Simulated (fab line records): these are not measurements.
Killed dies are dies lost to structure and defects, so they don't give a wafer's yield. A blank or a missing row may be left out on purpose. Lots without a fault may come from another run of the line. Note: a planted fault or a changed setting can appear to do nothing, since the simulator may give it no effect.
2 desks looking at one fault -- flow berkeley_cmos170 -- only its own numbers are on each desk; what lay behind them is given at the end

== DESK OF THE TOOL OWNER: pvd_sputter-01 ==
The tool's own readings at UCB170_SILICIDE_SPUTTER_01 (material Ti, target thk 30 nm, time 25 s): means of the sampled wafers that have a number, for each lot that ran on this tool. The brackets show how far a lot's mean lies from the usual mean; more than 4 standard deviations puts the lot out of limits, marked OUT.
Columns: A = throttle_valve_pct at UCB170_SILICIDE_SPUTTER_01, usual 30.6 %
lot,first seen here,A
L550,day 7 04:22,30.6
L555,day 8 11:15,30.9
L559,day 10 01:04,31.5
L563,day 10 13:38,30.7
L564,day 10 14:47,30.7
L569,day 11 08:49,31.2
Result from this desk: across the 6 lots, nothing is out of limits.

== METROLOGY DESK ==
Lot by lot, what the gauges showed, no matter which tool ran the lot: averages of those sampled wafers that carry a number. The brackets show how far a lot's mean lies from the usual mean; more than 4 standard deviations puts the lot out of limits, marked OUT.
Columns: A = SILICIDE_TI_RS at UCB170_SILICIDE_RS_MEAS_02, usual 26.0 ohm/sq; B = SILICIDE_TI_THK at UCB170_SILICIDE_THK_MEAS_03, usual 30.0 nm
lot,first seen here,A,B
L550,day 7 04:26,26.0,29.7
L552,day 8 03:53,25.5,30.6
L551,day 8 04:47,26.3,29.8
L555,day 8 11:19,25.7,30.4
L556,day 9 00:23,26.1,30.1
L559,day 10 01:05,26.4,29.7
L560,day 10 01:07,26.2,29.6
L563,day 10 13:41,26.4,29.7
L561,day 10 14:31,25.8,30.1
L564,day 10 14:50,29.0 (+8.4) OUT,27.9 (-5.5) OUT
L567,day 11 08:17,26.4,29.7
L568,day 11 08:30,25.4,30.6
L569,day 11 08:52,28.5 (+7.0) OUT,28.2 (-4.5) OUT
L573,day 12 12:12,26.2,29.8
This desk's finding: out of limits on L564, L569; first on L564, day 10 14:50 (SILICIDE_TI_RS at UCB170_SILICIDE_RS_MEAS_02). L550, L552, L551, L555, L556, L559, L560, L563, L561, L567, L568, L573 stayed within limits.

== TAKEN TOGETHER ==
Metrology desk: alarm possible at day 10 14:50 on L564, L569.
The desk of the tool owner found nothing out of limits.
The tool owner's desk has L564, L569 on record, within its limits.
UCB170_SILICIDE_SPUTTER_01 was run on pvd_sputter-01 by each of the lots named.

== WHAT WAS PUT IN BY THE SIMULATOR ==
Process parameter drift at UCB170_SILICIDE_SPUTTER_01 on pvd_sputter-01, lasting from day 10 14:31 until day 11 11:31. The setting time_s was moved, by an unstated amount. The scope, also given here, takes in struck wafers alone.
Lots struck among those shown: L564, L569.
Delay in hours, fault start to first out-of-limits reading, per desk: metrology desk 0.
